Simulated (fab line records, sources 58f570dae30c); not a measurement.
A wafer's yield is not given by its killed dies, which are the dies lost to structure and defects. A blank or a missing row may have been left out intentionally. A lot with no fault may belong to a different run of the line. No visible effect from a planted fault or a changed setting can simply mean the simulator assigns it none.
Struck lot and sound lot, side by side || flow berkeleyCmos170 || 31 out of 331 route steps
Sound: wafers L970.3, L970.4, L970.6. The struck wafers were L976.4, L976.5, L976.6. The cause is given at the end.
For every step that has rows: the tool of each side, followed by ch and its chambers, followed by its first start. Under that, the readings that differ: sound wafers || struck wafers || difference of the means || sigmas: that difference in standard deviations of wafers without a fault.
alike: words and numbers the same on both sides, and readings whose means are apart by under 2 such deviations; not compared: readings that were withheld, readings missing a value for some wafer, numbers with overlapping values and no deviation given by the record, and bounds like >300 which may hide the same value.
Wherever a step has rows on one side only, a row that says differs or no value, or a row with sigmas, the two part there. Numbers that don't overlap but have no deviation are shown without sigmas and don't part them. Lack of a reading on every wafer of one side parts them only where that side has two or more wafers.

first, 1 step without rows for these wafers: UCB170_SDANNEAL_RTA_01 (time 5 s).
UCB170_SDANNEAL_RS_MEAS_02: measures by four-point-probe.
  sound: filmMetro-03 at day 8 13:29; struck: filmMetro-01 at day 9 13:59
  alike: PSD_RS
UCB170_SDANNEAL_RS_MEAS_03: measures by four-point-probe.
  sound: filmMetro-03 at day 8 13:37; struck: filmMetro-01 at day 9 14:07
  alike: NSD_RS
UCB170_SDANNEAL_RS_MEAS_04: measures by four-point-probe.
  sound: filmMetro-03 at day 8 13:44; struck: filmMetro-01 at day 9 14:14
  alike: PLDD_RS
UCB170_SDANNEAL_RS_MEAS_05: measures by four-point-probe.
  sound: filmMetro-03 at day 8 13:51; struck: filmMetro-01 at day 9 14:21
  alike: NLDD_RS
then, 1 step without rows for these wafers: UCB170_SILICIDE_PRE_CLEAN_00 (preclean etch time 60 s).
UCB170_SILICIDE_SPUTTER_01: material Ti, target thk 30 nm, time 25 s.
  sound: pvdSputter-01 at day 8 14:00; struck: pvdSputter-02 at day 9 14:29
  alike: throttleValvePct
UCB170_SILICIDE_RS_MEAS_02: measures by four-point-probe.
  sound: filmMetro-02 at day 8 14:04; struck: filmMetro-02 at day 9 14:34
  alike: SILICIDE_TI_RS
UCB170_SILICIDE_THK_MEAS_03: measures by xrf.
  sound: filmMetro-02 at day 8 14:10; struck: filmMetro-02 at day 9 14:40
  alike: SILICIDE_TI_THK
UCB170_SILICIDE_RTA_04: time 15.71 s.
  sound on rtpAnneal-01 ch 0, day 8 14:14; struck on rtpAnneal-01 ch 0, day 9 14:43
  alike: lampPowerPct, wafer_temp_C_max
then, 2 steps without rows for these wafers: UCB170_SILICIDE_WET_ETCH_05 (etches Ti in SPM, time 45 s); UCB170_CONTACT_CLEAN_00 (cleans in SPM, time 600 s).
UCB170_CONTACT_CVD_01: deposits PSG from SiH4/O2/PH3, target thk 700 nm, time 2820 s.
  sound on lpcvd-02 ch 0, day 8 14:58; struck on lpcvd-02 ch 0, day 9 16:03
{"reading": "model.PSG_of_CONTACT_CVD_01.thkNm (nm)", "sound": "691.7 695.1 696.1", "struck": "976.2 979 974.4", "difference": "+282.2", "sigmas": ""}
  alike: pressureMtorr
UCB170_CONTACT_THK_MEAS_02:
  sound: filmMetro-03 at day 8 16:46; struck: filmMetro-01 at day 9 17:52
{"reading": "CONTACT_PSG_THK (nm)", "sound": "692 696 696", "struck": "976 979 974", "difference": "+282", "sigmas": "+44"}
then, 3 steps without rows for these wafers: UCB170_CONTACT_HMDS_03 (prime time 60 s); UCB170_CONTACT_COAT_04 (resist thk 900 nm); UCB170_CONTACT_SOFTBAKE_05 (time 60 s).
UCB170_CONTACT_STRIP_06: strips in O2.
  sound on plasmaAsher-01 ch 0,1, day 8 17:17; struck on plasmaAsher-04 ch 0,1, day 9 18:37
{"reading": "stripTimeToEndpointS (s)", "sound": "21.95 22.09 21.97", "struck": "21.93 21.83 21.81", "difference": -0.15, "sigmas": -2}
  alike: drypumpMotorCurrentA, oesProductAu
  not compared: rfHoursCounterH
then, 1 step without rows for these wafers: UCB170_CONTACT_CLEAN_07 (cleans in SPM, time 600 s).
UCB170_CONTACT_RTA_08: time 10 s.
  sound on rtpAnneal-02 ch 0, day 8 17:34; struck on rtpAnneal-02 ch 0, day 9 18:53
  alike: lampPowerPct, wafer_temp_C_max
then, 6 steps without rows for these wafers: UCB170_CONTACT_COAT_09; UCB170_CONTACT_COAT_10 (resist thk 900 nm); UCB170_CONTACT_SOFTBAKE_11 (time 60 s); UCB170_CONTACT_EXPOSE_12 (exposes mask CONT, target cd 700 nm); UCB170_CONTACT_PEB_13; UCB170_CONTACT_DEVELOP_14 (develop time 45 s).
UCB170_CONTACT_CD_MEAS_15: target cd 700 nm.
  sound: cdSem-02 at day 8 18:50; struck: cdSem-02 at day 9 20:01
  alike: cdNm
UCB170_CONTACT_OVL_MEAS_16:
  sound: overlay-01 at day 8 18:55; struck: overlay-02 at day 9 20:05
  alike: CONTACT_OVL
UCB170_CONTACT_ETCH_17: etches BARC in N2/H2.
  sound on rieDiel-02 ch 1,3, day 8 18:57; struck on rieDiel-03 ch 0,1,3, day 9 20:07
  alike: drypumpMotorCurrentA, oesProductAu, throttleValvePct
UCB170_CONTACT_ETCH_18: etches PSG in CHF3/CF4/Ar, stops on TiSi2, target depth 840 nm, time 195 s.
  sound: rieDiel-02 ch 1,3; struck: rieDiel-03 ch 0,1,3
{"reading": "oesProductAu (a.u.)", "sound": "0.885 0.889 0.882", "struck": "0.976 0.959 0.978", "difference": "+0.086", "sigmas": "+7"}
{"reading": "model.etch.depthNm (nm)", "sound": "691.7 695.1 696.1", "struck": "842.4 818.5 815.7", "difference": "+131.2", "sigmas": ""}
{"reading": "model.CONTACT.featureDepthNm (nm)", "sound": "691.7 695.1 696.1", "struck": "842.4 818.5 815.7", "difference": "+131.2", "sigmas": ""}
  alike: CHF3_flow_sccm, drypumpMotorCurrentA, throttleValvePct
  not compared: rfHoursCounterH
then, 1 step without rows for these wafers: UCB170_CONTACT_STRIP_19 (strips in O2).

WHERE THEY PART
Earliest at UCB170_CONTACT_THK_MEAS_02; latest, in this record, at UCB170_CONTACT_ETCH_18.

WHY: what the simulator had put in
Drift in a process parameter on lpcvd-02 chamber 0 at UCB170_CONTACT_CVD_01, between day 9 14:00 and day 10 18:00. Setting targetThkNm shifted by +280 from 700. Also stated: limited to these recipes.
